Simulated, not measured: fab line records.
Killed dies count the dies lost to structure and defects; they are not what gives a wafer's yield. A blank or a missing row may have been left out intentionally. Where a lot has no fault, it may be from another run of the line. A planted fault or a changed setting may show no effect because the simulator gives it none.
A struck lot beside a sound one -- flow berkeley cmos170 -- 14 out of 331 route steps
Sound: wafers L479.2, L479.3, L479.6. Struck: wafers L486.4, L486.5 (left out: L486.2, a lot-mate that was not struck); the cause follows at the end.
Order at every step that has rows: each side's tool, ch and its chambers, its first start. Under that, the readings that differ: sound wafers -- struck wafers -- difference of the means -- sigmas: that difference in standard deviations of wafers without a fault.
alike: readings with means less than 2 such deviations apart, plus words and numbers identical on both sides. not compared: withheld readings, readings lacking a value on some wafer, bounds such as >300 that could conceal the same value, and numbers that have no deviation in the record and whose values overlap.
Wherever a step has rows on one side only, a row that says differs or no value, or a row with sigmas, the two part there. Non-overlapping numbers with no deviation appear without sigmas and do not part them. A reading missing from all wafers of one side parts the sides only when that side holds two or more wafers.

first, 2 steps without rows for these wafers: UCB170_GATE_ANNEAL_03 (time 1800 s); UCB170_GATE_CVD_04 (deposits poly-Si from SiH4, time 1440 s, target thk 214 nm).
UCB170_GATE_THK_MEAS_05:
  sound on film metro-03, day 6 18:11; struck on film metro-01, day 7 22:18
reading,sound,struck,difference,sigmas
GATE_POLY_THK (nm),208.6 207.2 209.8,217.2 217.1,+8.6,+4
then, 6 steps without rows for these wafers: UCB170_GATE_COAT_06; UCB170_GATE_COAT_07 (resist thk 900 nm); UCB170_GATE_SOFTBAKE_08 (time 60 s); UCB170_GATE_EXPOSE_09 (exposes mask POLY, target cd 350 nm); UCB170_GATE_PEB_10; UCB170_GATE_DEVELOP_11 (develop time 45 s).
UCB170_GATE_CD_MEAS_12: the cd target is 350 nm.
  sound on cd sem-01, day 6 19:44; struck on cd sem-02, day 7 23:58
reading,sound,struck,difference,sigmas
cd nm (nm),351.7 351.7 350.8,347.8 348.4,-3.3,-2
UCB170_GATE_OVL_MEAS_13:
  sound on overlay-01, day 6 19:50; struck on overlay-01, day 8 00:04
  alike: GATE_OVL
UCB170_GATE_ETCH_14: etches BARC in N2/H2.
  sound on rie diel-03 ch 2,3, day 6 19:52; struck on rie diel-04 ch 2, day 8 00:06
  alike: drypump motor current A, oes product au, throttle valve pct
UCB170_GATE_ETCH_15: etches poly-Si in HBr/Cl2, stops on SiO2, time 56.3 s, target depth 278.2 nm.
  sound on rie si-01 ch 0,1, day 6 19:55; struck on rie si-02 ch 0, day 8 00:08
reading,sound,struck,difference,sigmas
oes product au (a.u.),0.810 0.794 0.800,0.955 0.962,+0.157,+10
run length s (s),84.6 84.0 84.0,61.9 62.1,-22.2,-56
model.etch.depth nm (nm),208.5 207.3 209.7,164.4 165.5,-43.6,
model.GATE.feature depth nm (nm),208.5 207.3 209.8,164.4 165.5,-43.6,
model.KrF_of_GATE_COAT_07.thk nm (nm),774.9 775.4 775.1,815.9 820.2,+42.9,
  alike: drypump motor current A, throttle valve pct
  not compared: rf hours counter h
UCB170_GATE_STRIP_16: strips in O2.
  sound on plasma asher-03 ch 1, day 6 19:57; struck on plasma asher-01 ch 0,1, day 8 00:11
  alike: drypump motor current A, oes product au
  not compared: rf hours counter h

WHERE THEY PART
First at UCB170_GATE_THK_MEAS_05; last, within this record, at UCB170_GATE_ETCH_15. Later steps at which nothing parts them and some readings are alike: UCB170_GATE_STRIP_16.

WHY: what the simulator had put in
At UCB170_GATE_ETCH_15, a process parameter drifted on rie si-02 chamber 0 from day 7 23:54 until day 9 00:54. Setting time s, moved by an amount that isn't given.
